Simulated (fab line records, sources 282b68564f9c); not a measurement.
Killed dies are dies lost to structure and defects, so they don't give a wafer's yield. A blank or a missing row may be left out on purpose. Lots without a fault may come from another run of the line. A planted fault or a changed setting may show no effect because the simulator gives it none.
A struck lot beside a sound one | flow rit_cmos | 44 steps out of a route of 202
Sound: wafers L120.1, L120.3, L120.4. Struck: wafers L131.1, L131.2, L131.3. The cause comes at the end.
At each step with rows: each side's tool, then ch and its chambers, then its first start. Under that, the readings that differ: sound wafers | struck wafers | difference of the means | sigmas: that difference in standard deviations of wafers without a fault.
alike: readings whose means differ by less than 2 such deviations, and words and numbers that are the same on both sides. not compared: withheld readings, readings that some wafer has no value for, bounds like >300 that may hide the same value, and numbers for which the record gives no deviation and whose values overlap.
The two part at a step that has a row with sigmas, a row that says differs or no value, or rows on one side only. Numbers that don't overlap but have no deviation are shown without sigmas and don't part them. A reading that every wafer of one side lacks parts them only if that side has two wafers or more.

first, 3 steps without rows for these wafers: RIT_REOX_CLEAN_01 (cleans in dHF, time 30 s); RIT_REOX_CLEAN_02 (cleans in SC2, time 600 s); RIT_REOX_OXIDATION_03 (target thk 25.2 nm, ox time 5580 s).
RIT_REOX_THK_MEAS_04:
  sound on film_metro-02, day 5 09:58; struck on film_metro-02, day 7 13:09
  alike: REOX_OXIDE_THK
then, 6 steps without rows for these wafers: RIT_NLDD_HMDS_00 (prime time 60 s); RIT_NLDD_COAT_01 (resist thk 1000 nm); RIT_NLDD_SOFTBAKE_02 (time 60 s); RIT_NLDD_EXPOSE_03 (exposes mask M7, target cd 40700 nm); RIT_NLDD_PEB_04; RIT_NLDD_DEVELOP_05 (develop time 50 s).
RIT_NLDD_OVL_MEAS_06:
  sound on overlay-02, day 5 10:52; struck on overlay-02, day 7 14:06
  alike: NLDD_OVL
then, 1 step without rows for these wafers: RIT_NLDD_HARDBAKE_07 (time 60 s).
RIT_NLDD_IMPLANT_08:
  sound on implanter-01 ch 0, day 5 11:04; struck on implanter-01 ch 0, day 7 14:36
RIT_NLDD_STRIP_09: strips in O2, time 180 s.
  sound on plasma_asher-04 ch 0,1, day 5 11:13; struck on plasma_asher-04 ch 0,1, day 7 14:45
  alike: drypump_motor_current_A, rf_refl_power_W
  not compared: rf_hours_counter_h
RIT_NLDD_TW_MEAS_10:
  sound on film_metro-01, day 5 11:23; struck on film_metro-03, day 7 14:56
  reading | sound          | struck         | difference | sigmas
  NLDD_TW | 2459 2445 2444 | 2959 2974 2960 | +515       | +19
then, 6 steps without rows for these wafers: RIT_PLDD_HMDS_00 (prime time 60 s); RIT_PLDD_COAT_01 (resist thk 1000 nm); RIT_PLDD_SOFTBAKE_02 (time 60 s); RIT_PLDD_EXPOSE_03 (exposes mask M8, target cd 40900 nm); RIT_PLDD_PEB_04; RIT_PLDD_DEVELOP_05 (develop time 51.09 s).
RIT_PLDD_OVL_MEAS_06:
  sound on overlay-01, day 5 12:25; struck on overlay-02, day 7 15:50
  reading       | sound       | struck         | difference | sigmas
  PLDD_OVL (nm) | 1.4 2.1 1.8 | -3.8 -3.5 -1.9 | -4.8       | -3
then, 2 steps without rows for these wafers: RIT_PLDD_HARDBAKE_07 (time 60 s); RIT_PLDD_IMPLANT_08.
RIT_PLDD_STRIP_09: strips in O2, time 180 s.
  sound on plasma_asher-03 ch 0,1, day 5 12:46; struck on plasma_asher-02 ch 0,1, day 7 16:11
  alike: drypump_motor_current_A, rf_refl_power_W
  not compared: rf_hours_counter_h
RIT_PLDD_TW_MEAS_10:
  sound on film_metro-01, day 5 12:56; struck on film_metro-03, day 7 16:21
  alike: PLDD_TW
then, 4 steps without rows for these wafers: RIT_SPACER_CLEAN_00 (cleans in SC1, time 600 s); RIT_SPACER_CLEAN_01 (cleans in dHF, time 30 s); RIT_SPACER_CLEAN_02 (cleans in SC2, time 600 s); RIT_SPACER_CVD_03 (deposits Si3N4 from SiH2Cl2/NH3, target thk 250 nm, time 3300 s).
RIT_SPACER_THK_MEAS_04:
  sound on film_metro-04, day 5 16:22; struck on film_metro-04, day 7 18:41
  alike: SPACER_NITRIDE_THK
RIT_SPACER_ETCHBACK_05: etches Si3N4 in SF6/CHF3, stops on SiO2, target depth 250 nm, time 240 s.
  sound on rie_diel-01 ch 1,2,3, day 5 16:25; struck on rie_diel-04 ch 0,1,3, day 7 18:45
  alike: drypump_motor_current_A, oes_product_au, throttle_valve_pct
  not compared: rf_hours_counter_h
then, 6 steps without rows for these wafers: RIT_NSD_HMDS_00 (prime time 60 s); RIT_NSD_COAT_01 (resist thk 989.5 nm); RIT_NSD_SOFTBAKE_02 (time 60 s); RIT_NSD_EXPOSE_03 (exposes mask M9, target cd 40700 nm); RIT_NSD_PEB_04; RIT_NSD_DEVELOP_05 (develop time 50 s).
RIT_NSD_OVL_MEAS_06:
  sound on overlay-01, day 5 17:33; struck on overlay-01, day 7 19:45
  reading      | sound       | struck         | difference | sigmas
  NSD_OVL (nm) | 1.6 3.1 1.3 | -1.3 -0.8 -2.2 | -3.4       | -2
then, 2 steps without rows for these wafers: RIT_NSD_HARDBAKE_07 (time 60 s); RIT_NSD_IMPLANT_08.
RIT_NSD_STRIP_09: strips in O2, time 180 s.
  sound on plasma_asher-01 ch 0,1, day 5 17:53; struck on plasma_asher-02 ch 0,1, day 7 20:05
  alike: drypump_motor_current_A, rf_refl_power_W
  not compared: rf_hours_counter_h
RIT_SDANNEAL_RS_MEAS_07: measures by four-point-probe.
  sound on film_metro-01, day 5 20:35; struck on film_metro-03, day 7 23:45
  reading          | sound             | struck         | difference | sigmas
  NLDD_RS (ohm/sq) | 151.4 152.0 151.8 | 86.9 86.5 86.5 | -65.1      | -99 or more
RIT_M1_PROBE_99:
  sound on prober-02, day 6 03:42; struck on prober-01, day 8 08:24
  alike: killed_at_M0_to_M3, killed_at_contacts, killed_at_front_end, killed_dies, killed_open, killed_short

WHERE THEY PART
First at RIT_NLDD_TW_MEAS_10; last, within this record, at RIT_SDANNEAL_RS_MEAS_07. Later steps at which nothing parts them and some readings are alike: RIT_M1_PROBE_99.

WHY: what the simulator had put in
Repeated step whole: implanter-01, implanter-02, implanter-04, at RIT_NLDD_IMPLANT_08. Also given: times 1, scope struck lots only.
